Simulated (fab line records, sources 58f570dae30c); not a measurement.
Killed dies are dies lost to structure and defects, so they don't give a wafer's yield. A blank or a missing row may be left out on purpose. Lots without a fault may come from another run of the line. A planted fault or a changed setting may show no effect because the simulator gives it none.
Which tool did it? | flow berkeley_cmos170 | 7 lots, 21 wafers sampled, at 2 steps of a route of 331

WHAT THE GAUGES READ, wafer by wafer
UCB170_PFIELD_TW_MEAS_09.
lot  | measured    | on            | PFIELD_TW
L823 | day 5 03:50 | film_metro-03 | 606 608 610
L827 | day 5 18:01 | film_metro-03 | 608 607 607
L831 | day 6 15:16 | film_metro-01 | 592 597 596
L834 | day 7 01:35 | film_metro-01 | 595 596 597
L837 | day 8 02:02 | film_metro-02 | 674 673 670
L838 | day 8 07:21 | film_metro-03 | 603 601 603
L841 | day 8 21:40 | film_metro-02 | 605 601 601

WHICH TOOL RAN EACH LOT (tool, then ch and the chambers of the sampled wafers, then the start)
lot  | UCB170_PFIELD_IMPLANT_07
L823 | implanter-01 ch 0, day 5 03:35
L827 | implanter-02 ch 0, day 5 17:46
L831 | implanter-01 ch 0, day 6 15:02
L834 | implanter-04 ch 0, day 7 01:20
L837 | implanter-04 ch 0, day 8 01:49
L838 | implanter-01 ch 0, day 8 07:08
L841 | implanter-01 ch 0, day 8 21:25
- UCB170_PFIELD_IMPLANT_07

THE ANSWER, worked out from the rows above alone
Rule: what is usual is taken from the lots themselves. Put in order of their means at a reading, lots are off if they are a third of the lots or fewer, leave a main group of 4 or more, and stand apart from it by a gap of 3 or more times the standard deviation of the main group's means; of several such gaps the widest counts. A main group whose means are all the same, to the digits that the tables above print for the reading, isn't used. A lot without any number at a reading at which 4 lots or more have one is off too. The other lots that the step has rows for count as sound.
Off: L837, at UCB170_PFIELD_TW_MEAS_09 (PFIELD_TW). The main group: mean 602, standard deviation 5.
A tool fits if, at a process step before that reading, it ran every lot that is off, and no sound lot after the first of them. The gauges at UCB170_PFIELD_TW_MEAS_09 are tried like those tools. One fits: implanter-04 at UCB170_PFIELD_IMPLANT_07. Its last sound lot is L834 (day 7 01:20), its first lot that is off L837 (day 8 01:49): a fault that began between those two fits.

WHAT THE SIMULATOR HAD PUT IN
Process parameter drift: implanter-04, from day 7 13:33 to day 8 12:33, at UCB170_PFIELD_IMPLANT_07. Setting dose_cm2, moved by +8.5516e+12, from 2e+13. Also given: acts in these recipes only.
Lots struck among those shown: L837. The rule above found the same.
